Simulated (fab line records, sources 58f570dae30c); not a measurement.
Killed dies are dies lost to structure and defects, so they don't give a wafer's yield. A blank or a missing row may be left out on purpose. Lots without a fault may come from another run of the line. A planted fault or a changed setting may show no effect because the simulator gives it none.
A struck lot beside a sound one | flow berkeley_cmos170 | 24 steps out of a route of 331
Sound: wafers L526.2, L526.4, L526.5. Struck: wafers L533.2, L533.3, L533.6. The cause comes at the end.
At each step with rows: each side's tool, then ch and its chambers, then its first start. Under that, the readings that differ: sound wafers | struck wafers | difference of the means | sigmas: that difference in standard deviations of wafers without a fault.
alike: readings whose means differ by less than 2 such deviations, and words and numbers that are the same on both sides. not compared: withheld readings, readings that some wafer has no value for, bounds like >300 that may hide the same value, and numbers for which the record gives no deviation and whose values overlap.
The two part at a step that has a row with sigmas, a row that says differs or no value, or rows on one side only. Numbers that don't overlap but have no deviation are shown without sigmas and don't part them. A reading that every wafer of one side lacks parts them only if that side has two wafers or more.

first, 4 steps without rows for these wafers: UCB170_GATE_SOFTBAKE_08 (time 60 s); UCB170_GATE_EXPOSE_09 (exposes mask POLY, target cd 350 nm); UCB170_GATE_PEB_10; UCB170_GATE_DEVELOP_11 (develop time 45 s).
UCB170_GATE_CD_MEAS_12: target cd 350 nm.
  sound on cd_sem-01, day 7 07:01; struck on cd_sem-02, day 8 11:04
  alike: cd_nm
UCB170_GATE_OVL_MEAS_13:
  sound on overlay-01, day 7 07:07; struck on overlay-01, day 8 11:10
  alike: GATE_OVL
UCB170_GATE_ETCH_14: etches BARC in N2/H2.
  sound on rie_diel-03 ch 0,1,2, day 7 07:09; struck on rie_diel-02 ch 0,2, day 8 11:12
  reading                | sound             | struck            | difference | sigmas
  throttle_valve_pct (%) | 13.62 13.39 13.76 | 13.12 12.99 13.00 | -0.55      | -2
  alike: drypump_motor_current_A, oes_product_au
UCB170_GATE_ETCH_15: etches poly-Si in HBr/Cl2, stops on SiO2, time 56.3 s, target depth 278.2 nm.
  sound on rie_si-01 ch 0,3, day 7 07:11; struck on rie_si-02 ch 0,1,3, day 8 11:15
  reading                     | sound       | struck      | difference | sigmas
  drypump_motor_current_A (A) | 5.1 5.5 5.1 | 5.8 6.2 5.8 | +0.7       | +2
  alike: oes_product_au, throttle_valve_pct
  not compared: rf_hours_counter_h
UCB170_GATE_STRIP_16: strips in O2.
  sound on plasma_asher-02 ch 1, day 7 07:14; struck on plasma_asher-04 ch 0,1, day 8 11:17
  alike: drypump_motor_current_A, oes_product_au
  not compared: rf_hours_counter_h
UCB170_GATE_CD_MEAS_90: target cd 350 nm.
  sound on cd_sem-02, day 7 07:26; struck on cd_sem-01, day 8 11:26
  alike: cd_nm
then, 2 steps without rows for these wafers: UCB170_GATE_CLEAN_17 (cleans in SPM, time 600 s); UCB170_PLDD_HMDS_00 (prime time 60 s).
UCB170_PLDD_COAT_01: resist thk 900 nm.
  sound on litho_track-04 ch 0, day 7 07:56; struck on litho_track-04 ch 0, day 8 12:08
  reading                               | sound             | struck          | difference | sigmas
  model.KrF_of_PLDD_COAT_01.thk_nm (nm) | 899.9 899.6 899.3 | 695 693.2 693.3 | -206       |
  alike: chill_plate_temp_C
then, 3 steps without rows for these wafers: UCB170_PLDD_SOFTBAKE_02 (time 60 s); UCB170_PLDD_EXPOSE_03 (exposes mask PSELECT, target cd 1200 nm); UCB170_PLDD_PEB_04.
UCB170_PLDD_DEVELOP_05: develop time 45 s.
  sound on litho_track-01 ch 0; struck on litho_track-04 ch 0
  reading                               | sound             | struck          | difference | sigmas
  model.KrF_of_PLDD_COAT_01.thk_nm (nm) | 885.7 885.4 885.1 | 680.8 679 679.1 | -205.8     |
  alike: chill_plate_temp_C
UCB170_PLDD_CD_MEAS_06: target cd 1200 nm.
  sound on cd_sem-01, day 7 08:59; struck on cd_sem-02, day 8 13:26
  reading    | sound                | struck               | difference | sigmas
  cd_nm (nm) | 1200.7 1199.3 1199.4 | 1211.2 1210.9 1210.7 | +11.1      | +9
UCB170_PLDD_OVL_MEAS_07:
  sound on overlay-01, day 7 09:05; struck on overlay-01, day 8 13:32
  alike: PLDD_OVL
then, 2 steps without rows for these wafers: UCB170_PLDD_IMPLANT_08; UCB170_PLDD_IMPLANT_09.
UCB170_PLDD_STRIP_10: strips in O2.
  sound on plasma_asher-04 ch 0,1, day 7 09:25; struck on plasma_asher-01 ch 0,1, day 8 13:52
  reading                      | sound             | struck            | difference | sigmas
  strip_time_to_endpoint_s (s) | 21.62 21.61 21.60 | 16.73 16.68 16.68 | -4.91      | -78
  alike: drypump_motor_current_A, oes_product_au
  not compared: rf_hours_counter_h
UCB170_PLDD_TW_MEAS_11:
  sound on film_metro-01, day 7 09:31; struck on film_metro-04, day 8 13:58
  alike: PLDD_TW
UCB170_M3_PROBE_99:
  the record has rows for the sound wafers here (prober-01, day 8 20:23) and none for the struck ones

WHERE THEY PART
First at UCB170_GATE_ETCH_14; last, within this record, at UCB170_M3_PROBE_99.

WHY: what the simulator had put in
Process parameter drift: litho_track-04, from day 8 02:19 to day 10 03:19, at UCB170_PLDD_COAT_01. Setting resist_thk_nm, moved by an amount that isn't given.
